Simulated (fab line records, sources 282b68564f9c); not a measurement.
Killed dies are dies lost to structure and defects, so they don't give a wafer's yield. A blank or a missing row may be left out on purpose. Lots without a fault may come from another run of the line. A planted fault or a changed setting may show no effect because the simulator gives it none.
fab line records | flow rit_cmos
record lots=13 wafers=39 last_day=8
route steps=202 shown NLDD@106
lots that met no fault: from a run of the same line without faults
start_h: hours from the record's first day to the start of the lot's first wafer shown | wait_h: hours since the lot's step before | " the same as in the row above | L1.1+2: a row that stands for several wafers | - no value, or no start given | * or withheld: withheld | < > ~ a bound
route shown NAME@n: a module of which the file shows steps, and the number in the route of the first | usual: mean/standard deviation of fault-free wafers | same: alike in all rows | chamber/n: place in a boat | sites: the reading at each site | _std_site: their standard deviation | _edge_site: outer sites' mean less inner sites' | radius_mm: how far each site lies from the wafer's centre | mask NAME#n: copy n | behind: the tool/chamber that last shaped the wafer | hold: why the lot was held/for how many hours/how that ended | device: the transistor (n, p or np) that didn't switch | end of line: the same wafers' tests at the end of the route | a step without rows: its recipe alone | killed: dies lost to structure and defects at the first sort, not the wafer's yield | map: a wafer's dies, x killed, . not, _ none there
set.NAME: the setting as run; set.NAME@STEP: as run at that earlier step | model.NAME: the simulator's own value behind a step, which no gauge read
steps of the route over a sample of lots; a table a step, a row a wafer
services: from which hour (start_h, from the record's first day; less than 0 if before it) a tool's chamber was out of use, for how many hours, and why
## steps
# step RIT_NLDD_EXPOSE_03
# recipe mask_id=M7 na=0.57 target_cd_nm=40700 dose_mj=250
# columns lot.wafer tool chamber start_h wait_h mask
L959.1+4+6 iline_stepper-01 0 51.79 0.2 M7#0
L960.2+3+5 iline_stepper-01 0 51.92 0.4 M7#0
L962.2+4+6 iline_stepper-01 0 64.57 0.3 M7#0
L965.3+4+5 iline_stepper-01 0 78.69 0.1 M7#0
L966.1+2+6 iline_stepper-01 0 81.54 0.1 M7#0
L968.1+3+4 iline_stepper-02 0 93.38 0.2 M7#0
L969.3+4+6 iline_stepper-01 0 96.59 0.2 M8#0
L970.2+4+6 iline_stepper-01 0 97.30 0.1 M7#0
L978.4+5+6 iline_stepper-02 0 159.11 0.1 M7#0
L980.3+4+6 iline_stepper-02 0 164.52 0.1 M7#0
L979.1+4+6 iline_stepper-01 0 164.72 0.4 M7#0
L981.2+3+6 iline_stepper-02 0 172.36 0.2 M7#0
L982.2+3+5 iline_stepper-01 0 179.37 0.2 M7#0
# step RIT_NLDD_OVL_MEAS_06
# usual NLDD_OVL=0.2/1.4
# columns lot.wafer tool chamber start_h wait_h NLDD_OVL[nm]
L959.1 overlay-02 - 52.19 - 0.2
L959.4 " - " " 0.5
L959.6 " - " " -0.7
L960.2 overlay-01 - 52.31 - -1.3
L960.3 " - " " -3.7
L960.5 " - " " 0.6
L962.2 overlay-01 - 65.14 - 1.7
L962.4 " - " " -0.5
L962.6 " - " " 2.2
L965.3 overlay-02 - 79.07 - -0.7
L965.4 " - " " -0.2
L965.5 " - " " 0.2
L966.1 overlay-01 - 81.94 - 1.0
L966.2 " - " " -0.3
L966.6 " - " " 1.4
L968.1 overlay-02 - 93.78 - -2.4
L968.3 " - " " -2.5
L968.4 " - " " -2.0
L969.3 overlay-02 - 96.96 - -
L969.4 " - " " -
L969.6 " - " " -
L970.2 overlay-02 - 97.69 - -0.9
L970.4 " - " " 1.9
L970.6 " - " " -0.3
L978.4 overlay-01 - 159.47 - -0.6
L978.5 " - " " -0.3
L978.6 " - " " 1.8
L980.3 overlay-02 - 164.89 - 0.2
L980.4 " - " " -1.2
L980.6 " - " " 3.0
L979.1 overlay-02 - 165.17 - -0.4
L979.4 " - " " 0.3
L979.6 " - " " 1.5
L981.2 overlay-02 - 172.75 - 0.0
L981.3 " - " " -1.3
L981.6 " - " " -0.3
L982.2 overlay-02 - 179.75 - 1.7
L982.3 " - " " -0.4
L982.5 " - " " 0.6
# step RIT_NLDD_TW_MEAS_10
# usual NLDD_TW=2497/21
# columns lot.wafer tool chamber start_h wait_h hold NLDD_TW
L959.1 film_metro-03 - 52.70 0.1 - 2507
L959.4 " - " " - 2528
L959.6 " - " " - 2539
L960.2 film_metro-04 - 52.83 0.1 - 2493
L960.3 " - " " - 2477
L960.5 " - " " - 2473
L962.2 film_metro-02 - 65.77 0.1 - 2491
L962.4 " - " " - 2486
L962.6 " - " " - 2500
L965.3 film_metro-02 - 79.59 0.1 - 2491
L965.4 " - " " - 2502
L965.5 " - " " - 2489
L966.1 film_metro-03 - 82.45 0.1 - 2546
L966.2 " - " " - 2538
L966.6 " - " " - 2554
L968.1 film_metro-02 - 94.29 0.1 - 2489
L968.3 " - " " - 2496
L968.4 " - " " - 2510
L969.3 film_metro-02 - 97.48 0.1 await_dispo/0.2h/release 30
L969.4 " - " " await_dispo/0.2h/release 30
L969.6 " - " " await_dispo/0.2h/release 30
L969.3 film_metro-02 - 97.71 0.2 - 30
L969.4 " - " " - 30
L969.6 " - " " - 30
L970.2 film_metro-02 - 98.20 0.1 - 2487
L970.4 " - " " - 2484
L970.6 " - " " - 2505
L978.4 film_metro-02 - 160.00 0.1 - 2502
L978.5 " - " " - 2497
L978.6 " - " " - 2501
L980.3 film_metro-02 - 165.46 0.1 - 2494
L980.4 " - " " - 2513
L980.6 " - " " - 2503
L979.1 film_metro-04 - 165.68 0.1 - 2490
L979.4 " - " " - 2488
L979.6 " - " " - 2473
L981.2 film_metro-04 - 173.27 0.1 - 2475
L981.3 " - " " - 2464
L981.6 " - " " - 2461
L982.2 film_metro-03 - 180.27 0.1 - 2508
L982.3 " - " " - 2512
L982.5 " - " " - 2533
## services
# columns tool chamber start_h hours kind
iline_stepper-02 - 47.79 4.4 pm
iline_stepper-02 - 115.35 7.2 repair
iline_stepper-02 - 122.57 1.7 pm
iline_stepper-01 0 164.43 - calibration
## key
first_sign step=RIT_NLDD_EXPOSE_03 reading=mask direction=changed
effect step=RIT_NLDD_OVL_MEAS_06 reading=NLDD_OVL direction=missing
effect step=RIT_NLDD_TW_MEAS_10 reading=visit direction=added
effect step=RIT_NLDD_TW_MEAS_10 reading=NLDD_TW direction=down sigmas=99+ usual=2497 struck=30
met_at RIT_NLDD_EXPOSE_03
struck_lots L969
scrapped_behind RIT_NLDD_TW_MEAS_10 L969.3,L969.4,L969.6
onset_between 81.54 96.59
fault kind=wrong_mask tool=any chamber=- onset_h=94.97 steps=RIT_NLDD_EXPOSE_03 aux_copy=M8#0 scope=struck_lots_only
